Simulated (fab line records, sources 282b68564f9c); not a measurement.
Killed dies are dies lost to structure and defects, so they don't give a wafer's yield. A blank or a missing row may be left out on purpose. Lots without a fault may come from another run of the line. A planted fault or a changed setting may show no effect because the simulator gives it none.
fab line records | flow rit_cmos
record lots=13 wafers=39 last_day=7
route steps=202 shown ACTIVE@1 NLDD@111 NSD@141 SILICIDE@167 M1@202
lots that met no fault: from a run of the same line without faults
start_h: hours from the record's first day to the start of the lot's first wafer shown | wait_h: hours since the lot's step before | " the same as in the row above | L1.1+2: a row that stands for several wafers | - no value, or no start given | * or withheld: withheld | < > ~ a bound
route shown NAME@n: a module of which the file shows steps, and the number in the route of the first | usual: mean/standard deviation of fault-free wafers | same: alike in all rows | chamber/n: place in a boat | sites: the reading at each site | _std_site: their standard deviation | _edge_site: outer sites' mean less inner sites' | radius_mm: how far each site lies from the wafer's centre | mask NAME#n: copy n | behind: the tool/chamber that last shaped the wafer | hold: why the lot was held/for how many hours/how that ended | device: the transistor (n, p or np) that didn't switch | end of line: the same wafers' tests at the end of the route | a step without rows: its recipe alone | killed: dies lost to structure and defects at the first sort, not the wafer's yield | map: a wafer's dies, x killed, . not, _ none there
set.NAME: the setting as run; set.NAME@STEP: as run at that earlier step | model.NAME: the simulator's own value behind a step, which no gauge read
steps of the route over a sample of lots; a table a step, a row a wafer
services: from which hour (start_h, from the record's first day; less than 0 if before it) a tool's chamber was out of use, for how many hours, and why
## steps
# step RIT_ACTIVE_BOW_MEAS_00
# recipe mode=bow
# usual INCOMING_BOW=-1/5.7
# columns lot.wafer tool chamber start_h wait_h INCOMING_BOW[um]
L319.3 film_metro-04 - 10.04 - -10
L319.4 " - " " -4
L319.6 " - " " -1
L320.4 film_metro-04 - 15.06 - 8
L320.5 " - " " 3
L320.6 " - " " 3
L321.1 film_metro-04 - 20.00 - -17
L321.2 " - " " -2
L321.3 " - " " -4
L322.3 film_metro-02 - 25.04 - 3
L322.4 " - " " -2
L322.5 " - " " -6
L323.1 film_metro-01 - 30.00 - 7
L323.4 " - " " -1
L323.6 " - " " -8
L328.1 film_metro-02 - 55.00 - -5
L328.4 " - " " -3
L328.6 " - " " 0
L329.2 film_metro-01 - 60.02 - 7
L329.5 " - " " -5
L329.6 " - " " -5
L332.2 film_metro-04 - 75.02 - 5
L332.3 " - " " 3
L332.6 " - " " 5
L333.3 film_metro-01 - 80.04 - -1
L333.5 " - " " -4
L333.6 " - " " 6
L334.2 film_metro-01 - 85.02 - 3
L334.4 " - " " 2
L334.6 " - " " 5
L335.3 film_metro-01 - 90.04 - -11
L335.4 " - " " 2
L335.6 " - " " 7
L338.1 film_metro-01 - 105.00 - 4
L338.4 " - " " -4
L338.6 " - " " -7
L342.1 film_metro-02 - 125.00 - -6
L342.2 " - " " -8
L342.3 " - " " 2
# step RIT_NLDD_IMPLANT_08
# recipe species=P energy_kev=20 dose_cm2=5e+14 tilt_deg=7
# usual dose_ions_cm2=5e+14/5.2e+11
# columns lot.wafer tool chamber start_h wait_h dose_ions_cm2
L319.3 implanter-03 0 41.06 0.1 4.999e+14
L319.4 " 0 " " 5.006e+14
L319.6 " 0 " " 4.999e+14
L320.4 implanter-04 0 47.51 0.1 5.001e+14
L320.5 " 0 " " 4.999e+14
L320.6 " 0 " " 5e+14
L321.1 implanter-03 0 52.01 0.1 4.997e+14
L321.2 " 0 " " 5.01e+14
L321.3 " 0 " " 5.004e+14
L322.3 implanter-04 0 57.53 0.1 5.003e+14
L322.4 " 0 " " 5.002e+14
L322.5 " 0 " " 4.996e+14
L323.1 implanter-03 0 62.10 0.1 5.007e+14
L323.4 " 0 " " 5.007e+14
L323.6 " 0 " " 5e+14
L328.1 implanter-02 0 86.45 0.1 5.091e+14
L328.4 " 0 " " 5.086e+14
L328.6 " 0 " " 5.099e+14
L329.2 implanter-02 0 91.48 0.1 5.091e+14
L329.5 " 0 " " 5.087e+14
L329.6 " 0 " " 5.091e+14
L332.2 implanter-03 0 106.85 0.1 5e+14
L332.3 " 0 " " 4.996e+14
L332.6 " 0 " " 4.992e+14
L333.3 implanter-04 0 112.33 0.1 4.992e+14
L333.5 " 0 " " 4.996e+14
L333.6 " 0 " " 4.999e+14
L334.2 implanter-03 0 117.13 0.1 5.011e+14
L334.4 " 0 " " 4.997e+14
L334.6 " 0 " " 5e+14
L335.3 implanter-03 0 121.72 0.1 4.99e+14
L335.4 " 0 " " 4.993e+14
L335.6 " 0 " " 4.988e+14
L338.1 implanter-04 0 136.61 0.1 4.997e+14
L338.4 " 0 " " 4.992e+14
L338.6 " 0 " " 4.993e+14
L342.1 implanter-03 0 155.82 0.1 5.002e+14
L342.2 " 0 " " 5e+14
L342.3 " 0 " " 5e+14
# step RIT_NSD_TW_MEAS_10
# usual NSD_TW=3125/21
# columns lot.wafer tool chamber start_h wait_h NSD_TW
L319.3 film_metro-04 - 46.69 0.1 3156
L319.4 " - " " 3140
L319.6 " - " " 3153
L320.4 film_metro-02 - 53.13 0.1 3144
L320.5 " - " " 3149
L320.6 " - " " 3170
L321.1 film_metro-01 - 58.04 0.1 3099
L321.2 " - " " 3106
L321.3 " - " " 3100
L322.3 film_metro-01 - 63.58 0.1 3089
L322.4 " - " " 3097
L322.5 " - " " 3088
L323.1 film_metro-01 - 67.84 0.1 3093
L323.4 " - " " 3093
L323.6 " - " " 3113
L328.1 film_metro-02 - 92.25 0.1 3120
L328.4 " - " " 3111
L328.6 " - " " 3112
L329.2 film_metro-04 - 97.13 0.1 3137
L329.5 " - " " 3129
L329.6 " - " " 3123
L332.2 film_metro-01 - 112.49 0.1 3120
L332.3 " - " " 3098
L332.6 " - " " 3107
L333.3 film_metro-01 - 117.96 0.1 3095
L333.5 " - " " 3100
L333.6 " - " " 3110
L334.2 film_metro-02 - 122.90 0.1 3133
L334.4 " - " " 3137
L334.6 " - " " 3168
L335.3 film_metro-04 - 127.54 0.1 3140
L335.4 " - " " 3157
L335.6 " - " " 3132
L338.1 film_metro-04 - 143.23 0.1 3150
L338.4 " - " " 3128
L338.6 " - " " 3167
L342.1 film_metro-01 - 161.64 0.1 3114
L342.2 " - " " 3119
L342.3 " - " " 3107
# step RIT_SDANNEAL_RS_MEAS_07
# recipe thk_meas_gauge=four-point-probe
# usual NLDD_RS=151.8/0.5
# columns lot.wafer tool chamber start_h wait_h NLDD_RS[ohm/sq]
L319.3 film_metro-04 - 49.23 0.1 152.6
L319.4 " - " " 152.3
L319.6 " - " " 152.5
L320.4 film_metro-04 - 55.42 0.1 152.8
L320.5 " - " " 152.4
L320.6 " - " " 152.9
L321.1 film_metro-02 - 60.31 0.1 152.0
L321.2 " - " " 152.0
L321.3 " - " " 152.4
L322.3 film_metro-04 - 66.20 0.1 152.0
L322.4 " - " " 151.6
L322.5 " - " " 151.8
L323.1 film_metro-01 - 70.12 0.1 150.4
L323.4 " - " " 150.3
L323.6 " - " " 150.7
L328.1 film_metro-01 - 94.70 0.1 150.0
L328.4 " - " " 149.5
L328.6 " - " " 149.8
L329.2 film_metro-04 - 99.40 0.1 149.1
L329.5 " - " " 149.3
L329.6 " - " " 149.1
L332.2 film_metro-02 - 114.77 0.1 151.7
L332.3 " - " " 152.3
L332.6 " - " " 152.4
L333.3 film_metro-02 - 120.37 0.1 151.1
L333.5 " - " " 151.6
L333.6 " - " " 151.2
L334.2 film_metro-01 - 125.24 0.1 151.9
L334.4 " - " " 152.2
L334.6 " - " " 151.6
L335.3 film_metro-02 - 129.95 0.1 151.8
L335.4 " - " " 151.8
L335.6 " - " " 151.9
L338.1 film_metro-02 - 145.52 0.1 151.8
L338.4 " - " " 151.6
L338.6 " - " " 151.4
L342.1 film_metro-02 - 163.92 0.1 152.1
L342.2 " - " " 151.4
L342.3 " - " " 152.0
# step RIT_SILICIDE_RTA_06
# recipe temp_c=750 time_s=10 idle_temp_c=25 ramp_up_s=5 ramp_down_s=10 cool_to_c=25 ambient=N2
# usual wafer_temp_C_max=753.0/0.93
# columns lot.wafer tool chamber start_h wait_h wafer_temp_C_max
L319.3 rtp_anneal-02 0 49.78 0.0 753.9
L319.4 " 0 " " 754.4
L319.6 " 0 " " 752.8
L320.4 rtp_anneal-01 0 55.97 0.0 753.3
L320.5 " 0 " " 751.8
L320.6 " 0 " " 753.0
L321.1 rtp_anneal-02 0 60.88 0.0 753.9
L321.2 " 0 " " 754.7
L321.3 " 0 " " 752.6
L322.3 rtp_anneal-01 0 66.76 0.0 751.6
L322.4 " 0 " " 751.9
L322.5 " 0 " " 752.8
L323.1 rtp_anneal-02 0 70.69 0.0 753.6
L323.4 " 0 " " 753.8
L323.6 " 0 " " 755.3
L328.1 rtp_anneal-01 0 95.27 0.0 751.9
L328.4 " 0 " " 752.0
L328.6 " 0 " " 752.3
L329.2 rtp_anneal-02 0 100.05 0.0 753.5
L329.5 " 0 " " 753.6
L329.6 " 0 " " 754.6
L332.2 rtp_anneal-01 0 115.33 0.0 752.8
L332.3 " 0 " " 751.9
L332.6 " 0 " " 751.7
L333.3 rtp_anneal-02 0 120.92 0.0 753.9
L333.5 " 0 " " 754.4
L333.6 " 0 " " 753.2
L334.2 rtp_anneal-01 0 125.81 0.0 752.7
L334.4 " 0 " " 753.4
L334.6 " 0 " " 751.7
L335.3 rtp_anneal-02 0 130.50 0.0 753.9
L335.4 " 0 " " 754.8
L335.6 " 0 " " 753.2
L338.1 rtp_anneal-01 0 146.10 0.0 752.7
L338.4 " 0 " " 751.6
L338.6 " 0 " " 752.8
L342.1 rtp_anneal-01 0 164.50 0.0 752.5
L342.2 " 0 " " 752.2
L342.3 " 0 " " 751.9
# step RIT_M1_PROBE_99
# usual killed_at_contacts=0.1/0.36 killed_at_front_end=7/3.4 killed_dies=7/3.4 killed_open=3.3/2 killed_short=3.8/2.4
# same gross_dies=264 killed_at_M0_to_M3=0 killed_at_M4_up=0 killed_at_back_side=0 killed_at_other=0
# columns lot.wafer tool chamber start_h wait_h killed_at_contacts killed_at_front_end killed_dies killed_open killed_short
L322.3 prober-01 - 73.14 0.2 1 9 10 2 8
L322.4 prober-01 - 73.19 0.2 1 3 4 2 1
L322.5 prober-01 - 73.24 0.2 0 4 4 1 3
L323.1 prober-02 - 77.23 0.1 0 2 2 2 0
L323.4 prober-02 - 77.38 0.2 0 7 7 0 7
L323.6 prober-02 - 77.48 0.2 1 6 7 5 2
L334.2 prober-01 - 132.42 0.1 0 5 5 2 3
L334.4 prober-01 - 132.52 0.2 0 6 6 2 4
L334.6 prober-01 - 132.62 0.2 0 12 12 8 4
L335.3 prober-02 - 137.24 0.2 0 9 9 7 2
L335.4 prober-02 - 137.29 0.2 0 5 5 3 2
L335.6 prober-02 - 137.39 0.2 0 17 17 3 14
L342.1 prober-01 - 170.96 0.1 0 9 9 5 4
L342.2 prober-01 - 171.01 0.1 0 2 2 2 0
L342.3 prober-01 - 171.06 0.2 0 6 6 1 5
# killed by level:class
L322.3 FOX1:geometric_particle:short=2 FOX2:geometric_particle:short=2 SPACER:geometric_particle:short=2 FOX1:geometric_particle:open=1 GATE:geometric_particle:short=1 SPACER:geometric_particle:open=1 CONTACT:geometric_particle:short=1
L322.4 FOX1:geometric_particle:open=1 SILICIDE:geometric_particle:open=1 CONTACT:geometric_particle:short=1 NWELL:coat_microbubble_printed=1
L322.5 FOX1:geometric_particle:short=1 GATE:geometric_particle:open=1 REOX:geometric_particle:short=1 SPACER:geometric_particle:short=1
L323.1 REOX:geometric_particle:open=1 SILICIDE:geometric_particle:open=1
L323.4 GATE:geometric_particle:short=3 FOX1:geometric_particle:short=1 REOX:geometric_particle:short=1 SPACER:geometric_particle:short=1 SILICIDE:geometric_particle:short=1
L323.6 FOX1:geometric_particle:open=2 GATE:geometric_particle:open=2 REOX:geometric_particle:short=1 SPACER:geometric_particle:short=1 CONTACT:geometric_particle:open=1
L334.2 REOX:geometric_particle:short=2 SILICIDE:geometric_particle:open=2 SILICIDE:geometric_particle:short=1
L334.4 GATE:geometric_particle:short=3 GATE:geometric_particle:open=1 REOX:geometric_particle:open=1 SPACER:geometric_particle:short=1
L334.6 GATE:geometric_particle:open=4 FOX1:geometric_particle:short=3 FOX1:geometric_particle:open=1 FOX2:geometric_particle:open=1 GATE:geometric_particle:short=1 REOX:geometric_particle:open=1 SPACER:geometric_particle:open=1
L335.3 GATE:geometric_particle:open=4 REOX:geometric_particle:open=2 GATE:geometric_particle:short=1 REOX:geometric_particle:short=1 SILICIDE:geometric_particle:open=1
L335.4 FOX1:geometric_particle:short=2 SPACER:geometric_particle:open=2 FOX1:geometric_particle:open=1
L335.6 GATE:geometric_particle:short=5 REOX:geometric_particle:short=5 FOX1:geometric_particle:short=2 SPACER:geometric_particle:short=2 GATE:geometric_particle:open=1 SPACER:geometric_particle:open=1 SILICIDE:geometric_particle:open=1
L342.1 FOX2:geometric_particle:open=2 SILICIDE:geometric_particle:open=2 FOX1:geometric_particle:short=1 FOX2:geometric_particle:short=1 GATE:geometric_particle:short=1 SPACER:geometric_particle:open=1 SPACER:geometric_particle:short=1
L342.2 FOX2:geometric_particle:open=1 REOX:geometric_particle:open=1
L342.3 SPACER:geometric_particle:short=3 GATE:geometric_particle:short=1 SILICIDE:geometric_particle:short=1 SILICIDE:geometric_particle:open=1
## services
# columns tool chamber start_h hours kind
implanter-04 - 36.36 5.0 pm
implanter-02 - 47.09 17.3 pm
implanter-04 - 66.91 3.5 repair
implanter-04 - 124.40 3.7 repair
## key
first_sign step=RIT_NLDD_IMPLANT_08 reading=dose_ions_cm2 direction=up sigmas=18 usual=5e+14 struck=5.091e+14
effect step=RIT_SDANNEAL_RS_MEAS_07 reading=NLDD_RS direction=down sigmas=4.8 usual=151.8 struck=149.4
met_at RIT_NLDD_IMPLANT_08
struck_lots L328,L329
tester_left_out L328,L329
not_acting_at RIT_ACTIVE_BOW_MEAS_00,RIT_NSD_TW_MEAS_10,RIT_SILICIDE_RTA_06
fault kind=process_parameter_drift tool=implanter-02 chamber=- onset_h=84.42 steps=RIT_NLDD_IMPLANT_08 channel=dose_cm2 offset=8.9805e+12 shape=step end_h=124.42 acts_in=these_recipes_only stated=5e+14
# tester_left_out: of these lots the tester's yield and bins aren't shown, on N5 and GAA mostly nor the transistor test; their killed dies are dies lost to structure and defects alone, not to doping, threshold or leakage, so they don't give the yield
